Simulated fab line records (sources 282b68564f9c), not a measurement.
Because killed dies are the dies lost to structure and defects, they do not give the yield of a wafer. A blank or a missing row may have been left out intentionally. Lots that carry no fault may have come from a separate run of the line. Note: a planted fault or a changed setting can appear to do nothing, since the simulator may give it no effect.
A struck lot beside a sound one || flow rit_cmos || 16 out of 202 route steps
Sound: wafers L890.1, L890.2, L890.5. The struck wafers were L897.1, L897.2, L897.3. The cause is named last.
For every step that has rows: the tool of each side, followed by ch and its chambers, followed by its first start. Under that, the readings that differ: sound wafers || struck wafers || difference of the means || sigmas: that difference in standard deviations of wafers without a fault.
alike: readings whose means differ by less than 2 such deviations, and words and numbers that are the same on both sides. not compared: withheld readings, readings that some wafer has no value for, bounds like >300 that may hide the same value, and numbers for which the record gives no deviation and whose values overlap.
The two part at a step that has a row with sigmas, a row that says differs or no value, or rows on one side only. Non-overlapping numbers with no deviation appear without sigmas and do not part them. Lack of a reading on every wafer of one side parts them only where that side has two or more wafers.

first, 4 steps without rows for these wafers: RIT_ACTIVE_SOFTBAKE_07 (time 60 s); RIT_ACTIVE_EXPOSE_08 (exposes mask M1, target cd 1400 nm); RIT_ACTIVE_PEB_09; RIT_ACTIVE_DEVELOP_10 (develop time 50 s).
RIT_ACTIVE_CD_MEAS_11 targets a cd of 1400 nm.
  sound: cd_sem-02 at day 2 21:40; struck: cd_sem-01 at day 4 07:28
  alike: cd_nm
then, 1 step without rows for these wafers: RIT_ACTIVE_HARDBAKE_12 (time 60 s).
RIT_ACTIVE_ETCH_13: etches Si3N4 in SF6, stops on SiO2, time 210 s, target depth 210 nm.
  sound on rie_diel-02 ch 0,3, day 2 21:56; struck on rie_diel-02 ch 1,2,3, day 4 07:44
  alike: drypump_motor_current_A, oes_product_au, throttle_valve_pct
  not compared: rf_hours_counter_h
RIT_ACTIVE_STRIP_14: strips in O2, time 180 s.
  sound on plasma_asher-01 ch 0,1, day 2 22:04; struck on plasma_asher-04 ch 0,1, day 4 07:52
  alike: drypump_motor_current_A
  not compared: rf_hours_counter_h
RIT_ACTIVE_CD_MEAS_90 targets a cd of 1400 nm.
  sound: cd_sem-02 at day 2 22:14; struck: cd_sem-02 at day 4 08:03
  alike: cd_nm
then, 3 steps without rows for these wafers: RIT_ACTIVE_CLEAN_15 (cleans in SC1, time 600 s); RIT_ACTIVE_CLEAN_16 (cleans in dHF, time 30 s); RIT_ACTIVE_CLEAN_17 (cleans in SC2, time 600 s).
RIT_FOX1_OXIDATION_00: target thk 350.7 nm, ox time 1130 s.
  sound on furnace-01 ch 0, day 2 23:56; struck on furnace-03 ch 0, day 4 08:53
{"reading": "spike_tc_centre_C (C)", "sound": "1104.0 1103.3 1102.8", "struck": "1061.9 1064.0 1063.0", "difference": -40.4, "sigmas": -37}
{"reading": "spike_tc_load_C (C)", "sound": "1126 1128 1126", "struck": "1083 1082 1084", "difference": -44, "sigmas": -12}
{"reading": "spike_tc_source_C (C)", "sound": "1127 1123 1127", "struck": "1090 1088 1090", "difference": -36, "sigmas": -9}
{"reading": "tube_center_temp_C (C)", "sound": "1099.8 1100.1 1100", "struck": "1059.9 1060 1060", "difference": -40.0, "sigmas": "-99 or more"}
{"reading": "tube_center_temp_C_max", "sound": "1103.9 1103.0 1102.8", "struck": "1062.7 1063.5 1062.5", "difference": -40.3, "sigmas": -90}
{"reading": "model.SiO2_of_FOX1_OXIDATION_00.thk_nm (nm)", "sound": "360.8 353.1 362.5", "struck": "260.2 265.4 266.7", "difference": -94.7, "sigmas": ""}
  alike: zone_power_source_pct
RIT_FOX1_THK_MEAS_01:
  sound: film_metro-03 at day 3 01:14; struck: film_metro-04 at day 4 10:12
{"reading": "FOX1_OXIDE_THK (nm)", "sound": "361 353 363", "struck": "260 265 267", "difference": -95, "sigmas": -11}
then, 1 step without rows for these wafers: RIT_FOX1_WET_ETCH_02 (etches SiO2 in BOE, target depth 350 nm, time 390 s).
RIT_M1_PROBE_99:
  sound: prober-01 at day 4 17:35; struck: prober-02 at day 6 01:34
{"reading": "model.etest.nplus_sal.width_nm (nm)", "sound": "3423 3414 3419", "struck": "3519 3487 3553", "difference": "+101", "sigmas": ""}
{"reading": "model.etest.pplus_sal.width_nm (nm)", "sound": "3436 3395 3408", "struck": "3534 3490 3566", "difference": "+117", "sigmas": ""}
{"reading": "model.etest.nldd.width_nm (nm)", "sound": "3124 3170 3146", "struck": "3265 3246 3268", "difference": "+113", "sigmas": ""}
{"reading": "model.etest.pldd.width_nm (nm)", "sound": "3134 3145 3146", "struck": "3241 3239 3262", "difference": "+106", "sigmas": ""}
{"reading": "model.etest.field_p.vt_v (V)", "sound": "-12.52 -12.55 -12.51", "struck": "-13.44 -13.27 -13.26", "difference": -0.80, "sigmas": ""}
  alike: killed_at_M0_to_M3, killed_at_contacts, killed_at_front_end, killed_dies, killed_open, killed_short

## WHERE THEY PART
Last at RIT_FOX1_THK_MEAS_01 as far as this record goes, first at RIT_FOX1_OXIDATION_00. Later steps at which nothing parts them and some readings are alike: RIT_M1_PROBE_99.

WHY: what the simulator had put in
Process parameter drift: furnace-03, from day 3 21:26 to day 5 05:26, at RIT_FOX1_OXIDATION_00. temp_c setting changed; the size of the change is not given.
